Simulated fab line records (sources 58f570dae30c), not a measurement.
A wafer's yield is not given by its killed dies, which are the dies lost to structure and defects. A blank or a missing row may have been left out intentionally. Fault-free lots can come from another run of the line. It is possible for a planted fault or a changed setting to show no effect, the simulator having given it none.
Which tool was responsible? + flow berkeley cmos170 + 6 lots, 18 wafers sampled, at 2 steps of a route of 331

== WHAT EACH GAUGE READ, for each wafer ==
UCB170_M1_CD_MEAS_09 targets a cd of 700 nm.
| lot  | measured     | on        | cd nm (nm)        |
|------|--------------|-----------|-------------------|
| L347 | day 7 05:05  | cd sem-01 | 698.8 699.6 700.6 |
| L349 | day 7 07:09  | cd sem-01 | 701.0 700.7 700.7 |
| L355 | day 8 19:31  | cd sem-02 | 704.1 702.7 703.9 |
| L357 | day 9 12:58  | cd sem-01 | 699.5 698.7 700.0 |
| L364 | day 10 15:09 | cd sem-01 | 701.2 699.1 699.9 |
| L366 | day 11 03:38 | cd sem-02 | 699.3 701.9 700.0 |

== EACH LOT AND THE TOOL THAT RAN IT (in order: tool; ch and the chambers of the sampled wafers; start) ==
| lot  | UCB170_SILICIDE_SPUTTER_01   |
|------|------------------------------|
| L347 | pvd sputter-04, day 6 22:39  |
| L349 | pvd sputter-02, day 6 22:53  |
| L355 | pvd sputter-02, day 8 11:31  |
| L357 | pvd sputter-04, day 9 04:08  |
| L364 | pvd sputter-02, day 10 07:29 |
| L366 | pvd sputter-02, day 10 20:16 |
- UCB170_SILICIDE_SPUTTER_01: material Ti, target thk 30 nm, time 25 s.

== THE ANSWER, worked out from the rows above alone ==
Rule: what is usual is taken from the lots themselves. Put in order of their means at a reading, lots are off if they are a third of the lots or fewer, leave a main group of 4 or more, and stand apart from it by a gap of 3 or more times the standard deviation of the main group's means; of several such gaps the widest counts. Not used: any main group whose means are identical at the precision the tables above print for the reading. Also off: a lot with no number at a reading for which 4 or more lots have one. All remaining lots with rows at the step are treated as sound.
Off, at UCB170_M1_CD_MEAS_09 on cd nm: L355. The main group: mean 700.1 nm, standard deviation 0.5.
If a tool, at a process step before that reading, ran all the lots that are off and no sound lot after the first of them, it fits. Those tools and the gauges at UCB170_M1_CD_MEAS_09 are tried in the same way. No candidate that was tried fits.

== WHAT THE SIMULATOR HAD PUT IN ==
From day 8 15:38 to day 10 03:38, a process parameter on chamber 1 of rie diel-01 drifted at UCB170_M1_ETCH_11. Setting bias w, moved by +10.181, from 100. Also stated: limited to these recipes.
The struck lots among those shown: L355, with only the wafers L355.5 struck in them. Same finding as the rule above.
